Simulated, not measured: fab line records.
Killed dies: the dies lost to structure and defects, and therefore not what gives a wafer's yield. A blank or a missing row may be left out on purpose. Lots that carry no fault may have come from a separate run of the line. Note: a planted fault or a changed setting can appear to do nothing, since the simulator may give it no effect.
Which tool did it? ; flow berkeley-cmos170 ; Sampling: 15 lots, 45 wafers, 4 of 331 route steps

WHAT THE GAUGES SHOWED, per wafer
UCB170_SDANNEAL_RS_MEAS_02: a four-point-probe measurement. Usual: for PSD_RS the level is 75.54 ohm/sq and the standard deviation is 0.27.
lot;measured;on;PSD_RS (ohm/sq);flag
L693;day 7 10:17;film-metro-04;75.30 75.44 75.58;
L694;day 8 14:32;film-metro-02;75.17 75.15 74.94;
L699;day 9 09:35;film-metro-03;75.73 75.81 76.03;
L698;day 9 10:14;film-metro-02;75.39 75.49 75.81;
L702;day 10 09:58;film-metro-03;75.79 76.00 75.52;
L704;day 10 10:14;film-metro-04;76.13 75.62 75.85;
L708;day 11 05:48;film-metro-02;96.51 96.76 96.92;OFF
L709;day 11 06:10;film-metro-04;75.20 75.19 75.33;
L707;day 11 06:20;film-metro-02;97.09 97.40 97.40;OFF
L713;day 12 08:50;film-metro-04;76.07 75.98 75.89;
L710;day 12 09:07;film-metro-03;97.56 97.78 97.64;OFF
L712;day 12 09:23;film-metro-02;75.65 75.46 75.47;
L715;day 12 09:46;film-metro-03;75.73 75.30 75.45;
L714;day 12 09:52;film-metro-02;75.48 75.36 75.09;
L716;day 12 11:49;film-metro-04;75.19 75.27 75.63;

UCB170_SDANNEAL_RS_MEAS_03: a four-point-probe measurement. Usual: for NSD_RS the level is 37.25 ohm/sq and the standard deviation is 0.085.
lot;measured;on;NSD_RS (ohm/sq);flag
L693;day 7 10:24;film-metro-04;37.22 37.09 37.14;
L694;day 8 14:39;film-metro-02;37.27 37.19 37.19;
L699;day 9 09:43;film-metro-03;37.24 37.23 37.24;
L698;day 9 10:21;film-metro-02;37.12 37.12 37.12;
L702;day 10 10:05;film-metro-03;37.31 37.26 37.21;
L704;day 10 10:22;film-metro-04;37.36 37.22 37.36;
L708;day 11 05:55;film-metro-02;39.76 39.86 39.76;OFF
L709;day 11 06:17;film-metro-04;37.29 37.28 37.27;
L707;day 11 06:27;film-metro-02;39.79 39.73 39.65;OFF
L713;day 12 08:57;film-metro-04;37.15 37.23 37.24;
L710;day 12 09:14;film-metro-03;39.86 39.84 39.87;OFF
L712;day 12 09:31;film-metro-02;37.21 37.15 37.23;
L715;day 12 09:53;film-metro-03;37.38 37.45 37.40;
L714;day 12 09:59;film-metro-02;37.33 37.26 37.23;
L716;day 12 11:56;film-metro-04;37.24 37.24 37.27;

UCB170_SDANNEAL_RS_MEAS_04: a four-point-probe measurement. Usual: for PLDD_RS the level is 1031.4 ohm/sq and the standard deviation is 2.8.
lot;measured;on;PLDD_RS (ohm/sq);flag
L693;day 7 10:31;film-metro-04;1032.4 1035.7 1033.0;
L694;day 8 14:46;film-metro-02;1028.5 1025.6 1027.3;
L699;day 9 09:50;film-metro-03;1030.6 1029.1 1032.2;
L698;day 9 10:28;film-metro-02;1028.9 1031.2 1035.9;
L702;day 10 10:13;film-metro-03;1031.5 1031.5 1031.2;
L704;day 10 10:29;film-metro-04;1033.2 1032.7 1031.5;
L708;day 11 06:02;film-metro-02;1047.1 1046.4 1047.4;OFF
L709;day 11 06:25;film-metro-04;1033.9 1035.0 1032.3;
L707;day 11 06:34;film-metro-02;1045.7 1046.2 1041.4;OFF
L713;day 12 09:04;film-metro-04;1031.9 1034.7 1033.6;
L710;day 12 09:21;film-metro-03;1048.4 1048.9 1050.4;OFF
L712;day 12 09:38;film-metro-02;1029.4 1032.5 1032.9;
L715;day 12 10:00;film-metro-03;1033.6 1031.9 1030.9;
L714;day 12 10:07;film-metro-02;1030.1 1031.9 1027.7;
L716;day 12 12:04;film-metro-04;1028.3 1032.7 1030.4;

WHAT TOOL EACH LOT RAN ON (gives the tool, then ch and the chambers of the sampled wafers, and finally the start)
lot;UCB170_SDANNEAL_RTA_01
L693;rtp-anneal-01 ch 0, day 7 10:13
L694;rtp-anneal-01 ch 0, day 8 14:28
L699;rtp-anneal-01 ch 0, day 9 09:32
L698;rtp-anneal-02 ch 0, day 9 10:10
L702;rtp-anneal-01 ch 0, day 10 09:53
L704;rtp-anneal-02 ch 0, day 10 10:07
L708;rtp-anneal-01 ch 0, day 11 05:44
L709;rtp-anneal-02 ch 0, day 11 06:05
L707;rtp-anneal-01 ch 0, day 11 06:16
L713;rtp-anneal-02 ch 0, day 12 08:46
L710;rtp-anneal-01 ch 0, day 12 09:02
L712;rtp-anneal-02 ch 0, day 12 09:20
L715;rtp-anneal-02 ch 0, day 12 09:41
L714;rtp-anneal-02 ch 0, day 12 09:48
L716;rtp-anneal-02 ch 0, day 12 11:45
- UCB170_SDANNEAL_RTA_01: time 5 s.

WHAT THE TOOLS THEMSELVES READ (means of the sampled wafers that have a number; where no wafer has one, the mark that the record gives instead)
UCB170_SDANNEAL_RTA_01. Usual: lamp-power-pct 40.06 %, standard deviation 0.18; wafer_temp_C_max 1055.4, standard deviation 1.9.
lot;tool;lamp-power-pct (%);wafer_temp_C_max;flag
L693;rtp-anneal-01;39.89;1053.7;
L694;rtp-anneal-01;39.85;1053.8;
L699;rtp-anneal-01;39.89;1053.6;
L698;rtp-anneal-02;40.24;1056.0;
L702;rtp-anneal-01;39.92;1053.6;
L704;rtp-anneal-02;40.23;1057.1;
L708;rtp-anneal-01;36.13;1014.1;OFF
L709;rtp-anneal-02;40.24;1057.8;
L707;rtp-anneal-01;36.14;1013.8;OFF
L713;rtp-anneal-02;40.22;1057.2;
L710;rtp-anneal-01;36.09;1013.9;OFF
L712;rtp-anneal-02;40.25;1056.7;
L715;rtp-anneal-02;40.24;1058.0;
L714;rtp-anneal-02;40.22;1056.5;
L716;rtp-anneal-02;40.21;1057.9;

THE ANSWER, worked out from the rows above alone
Rule: a lot is off if the mean of its wafers that have a number lies more than 3 standard deviations from the usual mean. Also off: a lot with no number at a reading for which 4 or more lots have one. Any other lot the step has rows for is counted as sound. The gauges are gone through in route order, then the tools' own readings, and for those a lot's mean is taken as printed above. At the first step where some lot is off, the reading lying furthest off is the one used; lots without a number count as furthest.
Off: L708, L707, L710, at UCB170_SDANNEAL_RS_MEAS_02 (PSD_RS).
If a tool, at a process step before that reading, ran all the lots that are off and no sound lot after the first of them, it fits. Not tried: the gauges at UCB170_SDANNEAL_RS_MEAS_02; whatever is off there is also off at UCB170_SDANNEAL_RTA_01, on other tools, and gauge error can't account for it. One candidate fits, namely rtp-anneal-01 at UCB170_SDANNEAL_RTA_01. Its last sound lot is L702 (day 10 09:53), its first lot that is off L708 (day 11 05:44): a fault that began between those two fits.
The tool's own readings at UCB170_SDANNEAL_RTA_01 bear it out: on the lots that are off they differ by more than 5 times the standard deviation of the sound lots' means. lamp-power-pct reads 36.12 % there against 40.12 % on the sound lots; wafer_temp_C_max reads 1013.9 there against 1056.0 on the sound lots.

WHAT THE SIMULATOR HAD PUT IN
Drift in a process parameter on rtp-anneal-01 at UCB170_SDANNEAL_RTA_01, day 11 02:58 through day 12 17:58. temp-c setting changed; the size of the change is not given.
Lots struck among those shown: L708, L707, L710. Same finding as the rule above.
